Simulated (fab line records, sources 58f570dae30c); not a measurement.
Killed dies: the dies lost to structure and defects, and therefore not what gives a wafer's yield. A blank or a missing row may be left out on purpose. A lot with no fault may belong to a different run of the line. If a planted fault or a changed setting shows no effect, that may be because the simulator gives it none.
A struck lot beside a sound one || flow berkeleyCmos170 || 23 out of 331 route steps
Sound: wafers L405.2, L405.3, L405.6. Wafers L414.1, L414.5, L414.6 were the ones struck. At the end, the cause is stated.
Order at every step that has rows: each side's tool, ch and its chambers, its first start. Under that, the readings that differ: sound wafers || struck wafers || difference of the means || sigmas: that difference in standard deviations of wafers without a fault.
alike: words and numbers the same on both sides, and readings whose means are apart by under 2 such deviations; not compared: readings that were withheld, readings missing a value for some wafer, numbers with overlapping values and no deviation given by the record, and bounds like >300 which may hide the same value.
Wherever a step has rows on one side only, a row that says differs or no value, or a row with sigmas, the two part there. Numbers that don't overlap but have no deviation are shown without sigmas and don't part them. A reading missing from all wafers of one side parts the sides only when that side holds two or more wafers.

UCB170_PVT_OVL_MEAS_06:
  sound: overlay-02 at day 7 22:37; struck: overlay-02 at day 9 09:05
  alike: PVT_OVL
then, 1 step without rows for these wafers: UCB170_PVT_IMPLANT_07.
UCB170_PVT_STRIP_08: strips in O2.
  sound on plasmaAsher-02 ch 0, day 7 22:47; struck on plasmaAsher-03 ch 0,1, day 9 09:16
  alike: drypumpMotorCurrentA, oesProductAu, stripTimeToEndpointS
  not compared: rfHoursCounterH
UCB170_PVT_TW_MEAS_09:
  sound: filmMetro-04 at day 7 22:54; struck: filmMetro-04 at day 9 09:22
  alike: PVT_TW
then, 1 step without rows for these wafers: UCB170_GATE_WET_ETCH_00 (etches SiO2 in dHF, time 200 s).
UCB170_FIELD_THK_MEAS_91:
  sound: filmMetro-02 at day 7 23:01; struck: filmMetro-02 at day 9 11:17
  alike: FIELD_OXIDE_LEFT_2_THK
then, 1 step without rows for these wafers: UCB170_GATE_OXIDATION_01 (target thk 6.6 nm, ox time 1800 s).
UCB170_GATE_THK_MEAS_02:
  sound: filmMetro-03 at day 8 04:04; struck: filmMetro-01 at day 9 17:04
  alike: GATE_OXIDE_THK
then, 2 steps without rows for these wafers: UCB170_GATE_ANNEAL_03 (time 1800 s); UCB170_GATE_CVD_04 (deposits poly-Si from SiH4, time 1440 s, target thk 214 nm).
UCB170_GATE_THK_MEAS_05:
  sound: filmMetro-01 at day 8 11:11; struck: filmMetro-03 at day 10 00:29
{"reading": "GATE_POLY_THK (nm)", "sound": "216.4 216.3 215.8", "struck": "210.1 211.9 211.9", "difference": -4.9, "sigmas": -2}
then, 1 step without rows for these wafers: UCB170_GATE_COAT_06.
UCB170_GATE_COAT_07: resist thk 900 nm.
  sound on lithoTrack-02 ch 0, day 8 11:00; struck on lithoTrack-01 ch 0, day 10 01:00
{"reading": "model.KrF_of_GATE_COAT_07.thkNm (nm)", "sound": "901 902.9 903.7", "struck": "938.1 937.1 939.9", "difference": "+35.8", "sigmas": ""}
then, 4 steps without rows for these wafers: UCB170_GATE_SOFTBAKE_08 (time 60 s); UCB170_GATE_EXPOSE_09 (exposes mask POLY, target cd 350 nm); UCB170_GATE_PEB_10; UCB170_GATE_DEVELOP_11 (develop time 45 s).
UCB170_GATE_CD_MEAS_12: target cd 350 nm.
  sound: cdSem-01 at day 8 12:29; struck: cdSem-02 at day 10 02:37
  alike: cdNm
UCB170_GATE_OVL_MEAS_13:
  sound: overlay-02 at day 8 12:36; struck: overlay-02 at day 10 02:44
  alike: GATE_OVL
UCB170_GATE_ETCH_14: etches BARC in N2/H2.
  sound on rieDiel-03 ch 0,2,3, day 8 12:38; struck on rieDiel-04 ch 0,1,3, day 10 02:46
  alike: drypumpMotorCurrentA, oesProductAu, throttleValvePct
UCB170_GATE_ETCH_15: etches poly-Si in HBr/Cl2, stops on SiO2, time 56.3 s, target depth 278.2 nm.
  sound on rieSi-01 ch 0,1,2, day 8 12:40; struck on rieSi-01 ch 1,2,3, day 10 02:49
{"reading": "model.KrF_of_GATE_COAT_07.thkNm (nm)", "sound": "775.9 780.8 777.4", "struck": "814.5 818.1 815.8", "difference": "+38.1", "sigmas": ""}
  alike: drypumpMotorCurrentA, oesProductAu, throttleValvePct
  not compared: rfHoursCounterH
UCB170_GATE_STRIP_16: strips in O2.
  sound on plasmaAsher-04 ch 0,1, day 8 12:43; struck on plasmaAsher-01 ch 0,1, day 10 02:52
  alike: drypumpMotorCurrentA, oesProductAu
  not compared: rfHoursCounterH
then, 1 step without rows for these wafers: UCB170_M3_PROBE_99.

== WHERE THEY PART ==
UCB170_GATE_THK_MEAS_05 only, going by this record. Later steps at which nothing parts them and some readings are alike: UCB170_GATE_CD_MEAS_12, UCB170_GATE_OVL_MEAS_13, UCB170_GATE_ETCH_14, UCB170_GATE_ETCH_15, UCB170_GATE_STRIP_16.

WHY: whatever the simulator had introduced
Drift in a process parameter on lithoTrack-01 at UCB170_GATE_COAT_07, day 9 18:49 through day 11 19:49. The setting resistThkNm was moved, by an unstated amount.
